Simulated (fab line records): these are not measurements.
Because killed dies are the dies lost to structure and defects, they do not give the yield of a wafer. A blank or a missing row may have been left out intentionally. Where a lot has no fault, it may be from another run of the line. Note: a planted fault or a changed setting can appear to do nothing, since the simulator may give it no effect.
Lot-split experiment / flow berkeley_cmos170 / 5 lots, 23 wafers read, on a route of 331 steps

## ON THE SPLIT
At UCB170_V1_ETCH_14 (etches SiO2 in CHF3/CF4/Ar, stops on Al, target depth 1250 nm, time 291 s), the setting time_s was moved away from the recipe's 291 s on 11 of the 23 wafers read, by -9.9% to +11.5%. This setting was run at the recipe's value on the other wafers.

The split's own step is where the reading is taken.

## THE READING
KrF_of_V1_COAT_07.thk_nm (the simulator's own value, which no gauge read), in nm, at UCB170_V1_ETCH_14 (etches SiO2 in CHF3/CF4/Ar, stops on Al, target depth 1250 nm, time 291 s). There is no usual value for it anywhere in the file. Average 609.9 nm, standard deviation 4.8 nm, over the 12 wafers here run with the recipe.

wafer=L074.1; tool, chamber at the split=rie_diel-01, 1; time_s as run, s=324.6; against the recipe=+11.5%; KrF_of_V1_COAT_07.thk_nm, nm=577.2; against lot-mates on the recipe=-28.8
wafer=L074.2; tool, chamber at the split=rie_diel-01, 0; time_s as run, s=324.6; against the recipe=+11.5%; KrF_of_V1_COAT_07.thk_nm, nm=572.8; against lot-mates on the recipe=-33.2
wafer=L074.4; tool, chamber at the split=rie_diel-01, 3; time_s as run, s=291; against the recipe=recipe; KrF_of_V1_COAT_07.thk_nm, nm=603.9; against lot-mates on the recipe=-
wafer=L074.5; tool, chamber at the split=rie_diel-01, 1; time_s as run, s=324.6; against the recipe=+11.5%; KrF_of_V1_COAT_07.thk_nm, nm=574.3; against lot-mates on the recipe=-31.7
wafer=L074.6; tool, chamber at the split=rie_diel-01, 0; time_s as run, s=291; against the recipe=recipe; KrF_of_V1_COAT_07.thk_nm, nm=608.1; against lot-mates on the recipe=-
wafer=L082.2; tool, chamber at the split=rie_diel-03, 2; time_s as run, s=291; against the recipe=recipe; KrF_of_V1_COAT_07.thk_nm, nm=605.5; against lot-mates on the recipe=-
wafer=L082.3; tool, chamber at the split=rie_diel-03, 0; time_s as run, s=291; against the recipe=recipe; KrF_of_V1_COAT_07.thk_nm, nm=604; against lot-mates on the recipe=-
wafer=L082.4; tool, chamber at the split=rie_diel-03, 1; time_s as run, s=291; against the recipe=recipe; KrF_of_V1_COAT_07.thk_nm, nm=612.4; against lot-mates on the recipe=-
wafer=L084.1; tool, chamber at the split=rie_diel-04, 1; time_s as run, s=313.6; against the recipe=+7.8%; KrF_of_V1_COAT_07.thk_nm, nm=593.8; against lot-mates on the recipe=-15.6
wafer=L084.2; tool, chamber at the split=rie_diel-04, 0; time_s as run, s=313.6; against the recipe=+7.8%; KrF_of_V1_COAT_07.thk_nm, nm=576.8; against lot-mates on the recipe=-32.6
wafer=L084.3; tool, chamber at the split=rie_diel-04, 3; time_s as run, s=291; against the recipe=recipe; KrF_of_V1_COAT_07.thk_nm, nm=607.5; against lot-mates on the recipe=-
wafer=L084.4; tool, chamber at the split=rie_diel-04, 2; time_s as run, s=291; against the recipe=recipe; KrF_of_V1_COAT_07.thk_nm, nm=611.2; against lot-mates on the recipe=-
wafer=L084.5; tool, chamber at the split=rie_diel-04, 1; time_s as run, s=313.6; against the recipe=+7.8%; KrF_of_V1_COAT_07.thk_nm, nm=590.3; against lot-mates on the recipe=-19.1
wafer=L083.2; tool, chamber at the split=rie_diel-01, 1; time_s as run, s=303.5; against the recipe=+4.3%; KrF_of_V1_COAT_07.thk_nm, nm=605.9; against lot-mates on the recipe=-6.6
wafer=L083.3; tool, chamber at the split=rie_diel-01, 3; time_s as run, s=291; against the recipe=recipe; KrF_of_V1_COAT_07.thk_nm, nm=607.5; against lot-mates on the recipe=-
wafer=L083.4; tool, chamber at the split=rie_diel-01, 1; time_s as run, s=291; against the recipe=recipe; KrF_of_V1_COAT_07.thk_nm, nm=616.7; against lot-mates on the recipe=-
wafer=L083.5; tool, chamber at the split=rie_diel-01, 0; time_s as run, s=291; against the recipe=recipe; KrF_of_V1_COAT_07.thk_nm, nm=613.2; against lot-mates on the recipe=-
wafer=L083.6; tool, chamber at the split=rie_diel-01, 3; time_s as run, s=303.5; against the recipe=+4.3%; KrF_of_V1_COAT_07.thk_nm, nm=596.7; against lot-mates on the recipe=-15.8
wafer=L085.1; tool, chamber at the split=rie_diel-03, 0; time_s as run, s=262.2; against the recipe=-9.9%; KrF_of_V1_COAT_07.thk_nm, nm=631.7; against lot-mates on the recipe=+17.5
wafer=L085.3; tool, chamber at the split=rie_diel-03, 3; time_s as run, s=262.2; against the recipe=-9.9%; KrF_of_V1_COAT_07.thk_nm, nm=648; against lot-mates on the recipe=+33.8
wafer=L085.4; tool, chamber at the split=rie_diel-03, 2; time_s as run, s=291; against the recipe=recipe; KrF_of_V1_COAT_07.thk_nm, nm=608.2; against lot-mates on the recipe=-
wafer=L085.5; tool, chamber at the split=rie_diel-03, 2; time_s as run, s=262.2; against the recipe=-9.9%; KrF_of_V1_COAT_07.thk_nm, nm=635.7; against lot-mates on the recipe=+21.5
wafer=L085.6; tool, chamber at the split=rie_diel-03, 3; time_s as run, s=291; against the recipe=recipe; KrF_of_V1_COAT_07.thk_nm, nm=620.2; against lot-mates on the recipe=-

FIT RESULTS
A straight line over all 23 wafers: KrF_of_V1_COAT_07.thk_nm changes by -2.94 nm for each +1% of time_s; r = -0.96; the points scatter about the line by 5.7 nm.
The same after taking each lot's own level away (the mean of its wafers on the recipe; 23 wafers): -2.63 nm for each +1%; r = -0.96; scatter 5.1 nm.
The reading moves by 30 nm for the largest change in time_s, on that fit.
Across the lots, their own levels run from 606.00 to 614.20 nm, a range of 1.7 times the standard deviation given above.
So the lot-to-lot level changes the slope: the two fits differ.
Check: with one of the wafers moved furthest among these (+11.5%) left out of the fit, the line predicts -31.4 nm for it against its lot-mates. It came out at -28.8 nm against them.

## THESE WAFERS: OTHER SPLITS
Other splits were also applied to these wafers ahead of the reading. Each is held against what the fit with the lots' levels taken away leaves over:
other split on the same wafers=UCB170_PSD_EXPOSE_03 dose_mj; wafers away from the commonest value=7; r with KrF_of_V1_COAT_07.thk_nm (lot level and that fit taken away)=+0.25
other split on the same wafers=UCB170_NSD_IMPLANT_08 dose_cm2; wafers away from the commonest value=5; r with KrF_of_V1_COAT_07.thk_nm (lot level and that fit taken away)=-0.37
other split on the same wafers=UCB170_BACKSIDE_HMDS_00 prime_time_s; wafers away from the commonest value=5; r with KrF_of_V1_COAT_07.thk_nm (lot level and that fit taken away)=+0.04
other split on the same wafers=UCB170_SILICIDE_SPUTTER_01 power_w; wafers away from the commonest value=11; r with KrF_of_V1_COAT_07.thk_nm (lot level and that fit taken away)=-0.12
other split on the same wafers=UCB170_CONTACT_CVD_01 pressure_mtorr; wafers away from the commonest value=15; r with KrF_of_V1_COAT_07.thk_nm (lot level and that fit taken away)=+0.01
other split on the same wafers=UCB170_CONTACT_ETCH_17 source_w; wafers away from the commonest value=8; r with KrF_of_V1_COAT_07.thk_nm (lot level and that fit taken away)=+0.38
other split on the same wafers=UCB170_M1_METAL_ETCH_12 over_etch_frac; wafers away from the commonest value=10; r with KrF_of_V1_COAT_07.thk_nm (lot level and that fit taken away)=-0.11

## THE WHOLE CHAIN: every reading that the file lists as answering this split, in the file's order
step=UCB170_V1_ETCH_14; what it does=etches SiO2 in CHF3/CF4/Ar, stops on Al, target depth 1250 nm, time 291 s; reading=KrF_of_V1_COAT_07.thk_nm (the simulator's own value, which no gauge read); change (the file's fit)=-2.65 nm for each +1% of the setting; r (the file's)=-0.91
step=UCB170_V1_STRIP_15; what it does=strips in O2; reading=strip_time_to_endpoint_s; change (the file's fit)=withheld for each +1% of the setting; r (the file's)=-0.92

## FILE'S OWN FIT
KrF_of_V1_COAT_07.thk_nm changes by -2.65 nm for each +1% of time_s, r = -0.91.
